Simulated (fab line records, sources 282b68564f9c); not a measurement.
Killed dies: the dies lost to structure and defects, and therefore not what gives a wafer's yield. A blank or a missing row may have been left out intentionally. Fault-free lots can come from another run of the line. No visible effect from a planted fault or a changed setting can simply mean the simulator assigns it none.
What tool caused it? / flow rit-cmos / 14 lots, 42 wafers sampled, at 5 steps of a route of 202

== WHAT THE GAUGES READ, wafer by wafer ==
RIT_PSD_TW_MEAS_10.
lot=L827; measured=day 3 11:33; on=film-metro-02; PSD_TW=3354 3362 3356
lot=L828; measured=day 3 15:52; on=film-metro-04; PSD_TW=3405 3404 3419
lot=L829; measured=day 3 20:12; on=film-metro-01; PSD_TW=3459 3437 3458
lot=L830; measured=day 4 01:15; on=film-metro-04; PSD_TW=3414 3406 3422
lot=L831; measured=day 4 08:46; on=film-metro-04; PSD_TW=3421 3404 3435
lot=L832; measured=day 4 13:02; on=film-metro-01; PSD_TW=3433 3448 3455
lot=L833; measured=day 4 17:25; on=film-metro-04; PSD_TW=3412 3430 3436
lot=L838; measured=day 5 14:08; on=film-metro-01; PSD_TW=3449 3430 3451
lot=L841; measured=day 6 04:51; on=film-metro-02; PSD_TW=3361 3393 3371
lot=L842; measured=day 6 12:01; on=film-metro-04; PSD_TW=3407 3432 3407
lot=L843; measured=day 6 14:24; on=film-metro-01; PSD_TW=3436 3437 3443
lot=L847; measured=day 8 03:38; on=film-metro-01; PSD_TW=3415 3441 3430
lot=L849; measured=day 8 04:02; on=film-metro-01; PSD_TW=3429 3423 3414
lot=L850; measured=day 8 11:17; on=film-metro-01; PSD_TW=3439 3429 3429

RIT_CONTACT_CD_MEAS_90: the cd target is 1000 nm.
lot=L827; measured=day 3 14:47; on=cd-sem-01; cd-nm (nm)=999.9 998.8 999.4
lot=L828; measured=day 3 19:18; on=cd-sem-01; cd-nm (nm)=1003.6 1004.9 1003.3
lot=L829; measured=day 3 23:34; on=cd-sem-01; cd-nm (nm)=1000.5 998.3 999.6
lot=L830; measured=day 4 04:30; on=cd-sem-01; cd-nm (nm)=1000.7 1002.6 1001.8
lot=L831; measured=day 4 12:03; on=cd-sem-01; cd-nm (nm)=1002.2 1004.3 1003.4
lot=L832; measured=day 4 16:41; on=cd-sem-02; cd-nm (nm)=1001.0 998.9 999.5
lot=L833; measured=day 4 20:40; on=cd-sem-02; cd-nm (nm)=995.7 999.4 998.1
lot=L838; measured=day 5 17:24; on=cd-sem-01; cd-nm (nm)=1000.2 1001.5 1000.3
lot=L841; measured=day 6 08:14; on=cd-sem-02; cd-nm (nm)=996.7 997.6 996.0
lot=L842; measured=day 6 15:35; on=cd-sem-01; cd-nm (nm)=998.4 999.2 999.2
lot=L843; measured=day 6 17:46; on=cd-sem-01; cd-nm (nm)=997.5 996.3 997.7
lot=L847; measured=day 8 07:20; on=cd-sem-02; cd-nm (nm)=1002.9 1005.6 1004.0
lot=L849; measured=day 8 07:52; on=cd-sem-01; cd-nm (nm)=997.8 997.4 1000.2
lot=L850; measured=day 8 14:43; on=cd-sem-02; cd-nm (nm)=1001.1 1000.6 1001.5

RIT_M1_CD_MEAS_90: the cd target is 2600 nm.
lot=L827; measured=day 3 17:41; on=cd-sem-01; cd-nm (nm)=2598.1 2599.4 2599.1
lot=L828; measured=day 3 22:12; on=cd-sem-02; cd-nm (nm)=2597.8 2599.0 2597.3
lot=L829; measured=day 4 02:19; on=cd-sem-02; cd-nm (nm)=2601.8 2596.9 2596.5
lot=L830; measured=day 4 07:29; on=cd-sem-02; cd-nm (nm)=2593.9 2597.7 2595.9
lot=L831; measured=day 4 14:55; on=cd-sem-02; cd-nm (nm)=2601.2 2598.4 2597.1
lot=L832; measured=day 4 19:47; on=cd-sem-02; cd-nm (nm)=2599.7 2602.6 2601.8
lot=L833; measured=day 4 23:43; on=cd-sem-01; cd-nm (nm)=2599.3 2600.9 2599.6
lot=L838; measured=day 5 20:09; on=cd-sem-01; cd-nm (nm)=2601.8 2608.7 2608.1
lot=L841; measured=day 6 11:11; on=cd-sem-02; cd-nm (nm)=2606.1 2607.1 2599.0
lot=L842; measured=day 6 18:20; on=cd-sem-01; cd-nm (nm)=2600.0 2593.5 2598.5
lot=L843; measured=day 6 20:43; on=cd-sem-01; cd-nm (nm)=2599.7 2600.6 2602.4
lot=L847; measured=day 8 10:11; on=cd-sem-01; cd-nm (nm)=2596.2 2597.5 2597.8
lot=L849; measured=day 8 10:55; on=cd-sem-01; cd-nm (nm)=2600.0 2602.0 2600.5
lot=L850; measured=day 8 18:14; on=cd-sem-01; cd-nm (nm)=2601.6 2596.8 2600.0

== EACH LOT AND THE TOOL THAT RAN IT (in order: tool; ch and the chambers of the sampled wafers; start) ==
lot=L827; RIT_GATE_STRIP_20=plasma-asher-02 ch 0,1, day 2 20:29; RIT_M1_METAL_ETCH_12=rie-metal-02 ch 1, day 3 17:10
lot=L828; RIT_GATE_STRIP_20=plasma-asher-04 ch 0,1, day 3 03:43; RIT_M1_METAL_ETCH_12=rie-metal-04 ch 1, day 3 21:32
lot=L829; RIT_GATE_STRIP_20=plasma-asher-03 ch 0,1, day 3 07:38; RIT_M1_METAL_ETCH_12=rie-metal-01 ch 0, day 4 01:47
lot=L830; RIT_GATE_STRIP_20=plasma-asher-02 ch 0,1, day 3 11:54; RIT_M1_METAL_ETCH_12=rie-metal-02 ch 0,1, day 4 06:58
lot=L831; RIT_GATE_STRIP_20=plasma-asher-03 ch 0,1, day 3 20:01; RIT_M1_METAL_ETCH_12=rie-metal-04 ch 0,1, day 4 14:24
lot=L832; RIT_GATE_STRIP_20=plasma-asher-03 ch 0,1, day 3 23:44; RIT_M1_METAL_ETCH_12=rie-metal-01 ch 0,1, day 4 19:02
lot=L833; RIT_GATE_STRIP_20=plasma-asher-02 ch 0, day 4 03:01; RIT_M1_METAL_ETCH_12=rie-metal-02 ch 0,1, day 4 23:11
lot=L838; RIT_GATE_STRIP_20=plasma-asher-02 ch 0,1, day 5 00:34; RIT_M1_METAL_ETCH_12=rie-metal-04 ch 0,1, day 5 19:39
lot=L841; RIT_GATE_STRIP_20=plasma-asher-03 ch 0,1, day 5 14:32; RIT_M1_METAL_ETCH_12=rie-metal-04 ch 0,1, day 6 10:42
lot=L842; RIT_GATE_STRIP_20=plasma-asher-02 ch 1, day 6 00:13; RIT_M1_METAL_ETCH_12=rie-metal-02 ch 0,1, day 6 17:49
lot=L843; RIT_GATE_STRIP_20=plasma-asher-02 ch 0,1, day 6 01:46; RIT_M1_METAL_ETCH_12=rie-metal-01 ch 0,1, day 6 20:07
lot=L847; RIT_GATE_STRIP_20=plasma-asher-03 ch 0,1, day 7 05:59; RIT_M1_METAL_ETCH_12=rie-metal-02 ch 1, day 8 09:38
lot=L849; RIT_GATE_STRIP_20=plasma-asher-02 ch 0,1, day 7 06:19; RIT_M1_METAL_ETCH_12=rie-metal-01 ch 0,1, day 8 10:22
lot=L850; RIT_GATE_STRIP_20=plasma-asher-02 ch 0,1, day 7 22:56; RIT_M1_METAL_ETCH_12=rie-metal-02 ch 0,1, day 8 17:41
- RIT_GATE_STRIP_20: strips in O2, time 180 s.
- RIT_M1_METAL_ETCH_12: etches Al in Cl2/BCl3, stops on SiO2, time 165 s, target depth 600 nm.

== WHAT THE TOOLS THEMSELVES READ (means of the sampled wafers that have a number; where no wafer has one, the mark that the record gives instead) ==
RIT_GATE_STRIP_20.
lot=L827; tool=plasma-asher-02; drypump-motor-current-A (A)=5.4
lot=L828; tool=plasma-asher-04; drypump-motor-current-A (A)=6.1
lot=L829; tool=plasma-asher-03; drypump-motor-current-A (A)=5.9
lot=L830; tool=plasma-asher-02; drypump-motor-current-A (A)=5.5
lot=L831; tool=plasma-asher-03; drypump-motor-current-A (A)=5.9
lot=L832; tool=plasma-asher-03; drypump-motor-current-A (A)=6.1
lot=L833; tool=plasma-asher-02; drypump-motor-current-A (A)=6.6
lot=L838; tool=plasma-asher-02; drypump-motor-current-A (A)=6.0
lot=L841; tool=plasma-asher-03; drypump-motor-current-A (A)=6.1
lot=L842; tool=plasma-asher-02; drypump-motor-current-A (A)=4.9
lot=L843; tool=plasma-asher-02; drypump-motor-current-A (A)=5.5
lot=L847; tool=plasma-asher-03; drypump-motor-current-A (A)=5.9
lot=L849; tool=plasma-asher-02; drypump-motor-current-A (A)=5.5
lot=L850; tool=plasma-asher-02; drypump-motor-current-A (A)=6.0

RIT_M1_METAL_ETCH_12.
lot=L827; tool=rie-metal-02; drypump-motor-current-A (A)=6.4; oes-product-au (a.u.)=0.780; run-length-s (s)=193.0; throttle-valve-pct (%)=8.41
lot=L828; tool=rie-metal-04; drypump-motor-current-A (A)=4.9; oes-product-au (a.u.)=0.765; run-length-s (s)=193.0; throttle-valve-pct (%)=8.24
lot=L829; tool=rie-metal-01; drypump-motor-current-A (A)=5.5; oes-product-au (a.u.)=0.776; run-length-s (s)=193.9; throttle-valve-pct (%)=8.27
lot=L830; tool=rie-metal-02; drypump-motor-current-A (A)=6.0; oes-product-au (a.u.)=0.785; run-length-s (s)=193.0; throttle-valve-pct (%)=8.48
lot=L831; tool=rie-metal-04; drypump-motor-current-A (A)=5.0; oes-product-au (a.u.)=0.771; run-length-s (s)=192.9; throttle-valve-pct (%)=8.29
lot=L832; tool=rie-metal-01; drypump-motor-current-A (A)=6.0; oes-product-au (a.u.)=0.764; run-length-s (s)=193.7; throttle-valve-pct (%)=8.48
lot=L833; tool=rie-metal-02; drypump-motor-current-A (A)=6.2; oes-product-au (a.u.)=0.782; run-length-s (s)=193.0; throttle-valve-pct (%)=8.45
lot=L838; tool=rie-metal-04; drypump-motor-current-A (A)=5.0; oes-product-au (a.u.)=0.920; run-length-s (s)=165.5; throttle-valve-pct (%)=8.27
lot=L841; tool=rie-metal-04; drypump-motor-current-A (A)=5.0; oes-product-au (a.u.)=0.918; run-length-s (s)=165.3; throttle-valve-pct (%)=8.28
lot=L842; tool=rie-metal-02; drypump-motor-current-A (A)=6.2; oes-product-au (a.u.)=0.775; run-length-s (s)=193.4; throttle-valve-pct (%)=8.44
lot=L843; tool=rie-metal-01; drypump-motor-current-A (A)=5.8; oes-product-au (a.u.)=0.769; run-length-s (s)=193.5; throttle-valve-pct (%)=8.37
lot=L847; tool=rie-metal-02; drypump-motor-current-A (A)=6.4; oes-product-au (a.u.)=0.794; run-length-s (s)=193.0; throttle-valve-pct (%)=8.40
lot=L849; tool=rie-metal-01; drypump-motor-current-A (A)=6.0; oes-product-au (a.u.)=0.772; run-length-s (s)=193.9; throttle-valve-pct (%)=8.47
lot=L850; tool=rie-metal-02; drypump-motor-current-A (A)=6.2; oes-product-au (a.u.)=0.777; run-length-s (s)=193.2; throttle-valve-pct (%)=8.45

== THE ANSWER, worked out from the rows above alone ==
Rule: what is usual is taken from the lots themselves. Put in order of their means at a reading, lots are off if they are a third of the lots or fewer, leave a main group of 4 or more, and stand apart from it by a gap of 3 or more times the standard deviation of the main group's means; of several such gaps the widest counts. A main group is skipped when, at the precision printed for the reading in the tables above, its means are all equal. Also off: a lot with no number at a reading for which 4 or more lots have one. Any other lot the step has rows for is counted as sound. First the gauges in route order, then the tools' own readings, where a lot's mean is used as printed above. The first step at which some lot is off is used, and at that step the reading that is off furthest; a lot without a number counts as furthest.
Off at RIT_M1_METAL_ETCH_12 (run-length-s): L838, L841. The main group: mean 193.3 s, standard deviation 0.36.
A tool fits if, at that step or a process step before it, it ran every lot that is off, and no sound lot after the first of them. One fits: RIT_M1_METAL_ETCH_12 on rie-metal-04. A fault onset in the window from L831 (day 4 14:24, its last sound lot) to L838 (day 5 19:39, its first lot off) fits.
The tool's own readings at RIT_M1_METAL_ETCH_12 bear it out: on the lots that are off they differ by more than 5 times the standard deviation of the sound lots' means. oes-product-au reads 0.919 a.u. there against 0.776 a.u. on the sound lots; run-length-s reads 165.4 s there against 193.3 s on the sound lots.

== WHAT THE SIMULATOR PUT IN ==
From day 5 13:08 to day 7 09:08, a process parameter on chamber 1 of rie-metal-04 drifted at RIT_M1_METAL_ETCH_12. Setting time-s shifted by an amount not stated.
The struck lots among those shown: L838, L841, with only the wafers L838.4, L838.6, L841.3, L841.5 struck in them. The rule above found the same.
